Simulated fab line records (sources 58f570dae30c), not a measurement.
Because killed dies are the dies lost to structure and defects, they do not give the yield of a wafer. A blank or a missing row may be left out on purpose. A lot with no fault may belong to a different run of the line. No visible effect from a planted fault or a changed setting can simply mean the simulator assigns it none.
Check of tool commonality + flow berkeleyCmos170 + 42 wafers sampled across 14 lots

== REASON IT WAS OPENED ==
2 of 14 lots carry a flag on the reading PLDD_TW at UCB170_PLDD_TW_MEAS_11. No-fault wafers: 1007, standard deviation 8.3.
Rule: a lot is flagged when every wafer of it that has a number lies more than 4 standard deviations from that mean, or none has a number. As for the other lots, they are considered sound.

| lot  | measured     | on           | PLDD_TW, wafer by wafer | flag    |
|------|--------------|--------------|-------------------------|---------|
| L519 | day 7 11:00  | filmMetro-01 | 1019 1019 1018          |         |
| L523 | day 8 12:24  | filmMetro-02 | 1006 1011 1006          |         |
| L526 | day 8 12:32  | filmMetro-01 | 1012 1017 1016          |         |
| L521 | day 8 12:46  | filmMetro-02 | 1009 1010 1010          |         |
| L525 | day 8 13:02  | filmMetro-02 | 1009 1013 1005          |         |
| L530 | day 9 02:44  | filmMetro-04 | 1076 1079 1082          | FLAGGED |
| L529 | day 9 02:58  | filmMetro-01 | 1023 1023 1016          |         |
| L532 | day 10 02:44 | filmMetro-01 | 1099 1101 1101          | FLAGGED |
| L534 | day 10 07:49 | filmMetro-01 | 1013 1015 1017          |         |
| L535 | day 10 08:01 | filmMetro-04 | 1009 1006 1003          |         |
| L538 | day 11 11:55 | filmMetro-04 | 996 999 991             |         |
| L541 | day 11 12:37 | filmMetro-01 | 1009 1010 1013          |         |
| L539 | day 11 12:57 | filmMetro-02 | 1000 1000 1000          |         |
| L537 | day 11 13:35 | filmMetro-01 | 1008 1014 1012          |         |
Average over the flagged lots: 1090; offset from the usual +83, equal to +10 standard deviations.

== WHICH TOOL RAN EACH LOT ==
Before the reading, the record contains 2 process steps out of a 331-step route. Cell contents, in order: the tool; ch with the chambers the sampled wafers went through; the start.
| lot  | flag    | UCB170_PWELL_ETCH_14             | UCB170_PLDD_IMPLANT_08          |
|------|---------|----------------------------------|---------------------------------|
| L519 |         | rieDiel-03 ch 0,2,3, day 3 18:04 | implanter-01 ch 0, day 7 10:36  |
| L523 |         | rieDiel-03 ch 0,1, day 4 20:10   | implanter-01 ch 0, day 8 12:02  |
| L526 |         | rieDiel-03 ch 0,2,3, day 5 02:35 | implanter-04 ch 0, day 8 12:11  |
| L521 |         | rieDiel-03 ch 0,1, day 4 12:19   | implanter-03 ch 0, day 8 12:23  |
| L525 |         | rieDiel-04 ch 1,3, day 4 20:33   | implanter-01 ch 0, day 8 12:35  |
| L530 | FLAGGED | rieDiel-03 ch 0,2, day 5 09:17   | implanter-01 ch 0, day 9 02:20  |
| L529 |         | rieDiel-01 ch 1,2, day 5 09:01   | implanter-04 ch 0, day 9 02:34  |
| L532 | FLAGGED | rieDiel-04 ch 1,3, day 6 01:19   | implanter-01 ch 0, day 10 02:21 |
| L534 |         | rieDiel-01 ch 0,1, day 6 12:20   | implanter-03 ch 0, day 10 07:27 |
| L535 |         | rieDiel-03 ch 1,2, day 6 12:19   | implanter-04 ch 0, day 10 07:37 |
| L538 |         | rieDiel-03 ch 0,1,3, day 7 11:26 | implanter-04 ch 0, day 11 11:31 |
| L541 |         | rieDiel-04 ch 0,1,3, day 7 20:50 | implanter-03 ch 0, day 11 12:13 |
| L539 |         | rieDiel-03 ch 0,1,2, day 7 11:12 | implanter-03 ch 0, day 11 12:35 |
| L537 |         | rieDiel-04 ch 0,2,3, day 7 11:16 | implanter-03 ch 0, day 11 13:11 |
What is done by these steps:
- UCB170_PWELL_ETCH_14: etches Si3N4 in CH3F/Ar/O2, stops on SiO2, target depth 242 nm, time 151 s.
- UCB170_PLDD_IMPLANT_08
- UCB170_PLDD_TW_MEAS_11

== FLAGGED AGAINST TOTAL, ONE TOOL AT A TIME (gauges that did the reading follow at the end) ==
| step                   | tool         | lots run | flagged | share of the flagged lots | sound lots run after its first flagged lot |
|------------------------|--------------|----------|---------|---------------------------|--------------------------------------------|
| UCB170_PWELL_ETCH_14   | rieDiel-01   | 2        | 0       | none                      | -                                          |
| UCB170_PWELL_ETCH_14   | rieDiel-03   | 8        | 1       | some                      | 3 (L535,L539,L538)                         |
| UCB170_PWELL_ETCH_14   | rieDiel-04   | 4        | 1       | some                      | 2 (L537,L541)                              |
| UCB170_PLDD_IMPLANT_08 | implanter-01 | 5        | 2       | all                       | 0                                          |
| UCB170_PLDD_IMPLANT_08 | implanter-03 | 5        | 0       | none                      | -                                          |
| UCB170_PLDD_IMPLANT_08 | implanter-04 | 4        | 0       | none                      | -                                          |
| UCB170_PLDD_TW_MEAS_11 | filmMetro-01 | 7        | 1       | some                      | 3 (L534,L541,L537)                         |
| UCB170_PLDD_TW_MEAS_11 | filmMetro-02 | 4        | 0       | none                      | -                                          |
| UCB170_PLDD_TW_MEAS_11 | filmMetro-04 | 3        | 1       | some                      | 2 (L535,L538)                              |

== WHAT THE TABLE PERMITS ==
All flagged lots share 1 row of the table, namely implanter-01 at UCB170_PLDD_IMPLANT_08.
- implanter-01 at UCB170_PLDD_IMPLANT_08: 2 of its 5 lots flagged. A fault beginning between L525 (day 8 12:35), its last sound lot, and L530 (day 9 02:20), its first flagged one, fits the data. Its own readings lie more than 4 standard deviations out on every wafer of the flagged lots: beamOnS, doseIonsCm2, faradayCurrentUA.
One tool is left: implanter-01 at UCB170_PLDD_IMPLANT_08.

== WHAT THE SIMULATOR HAD PUT IN ==
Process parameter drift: implanter-01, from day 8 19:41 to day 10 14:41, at UCB170_PLDD_IMPLANT_08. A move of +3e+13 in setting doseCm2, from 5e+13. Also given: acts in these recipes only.
Struck lots among those shown: L530, L532. This agrees with what the rule above found.
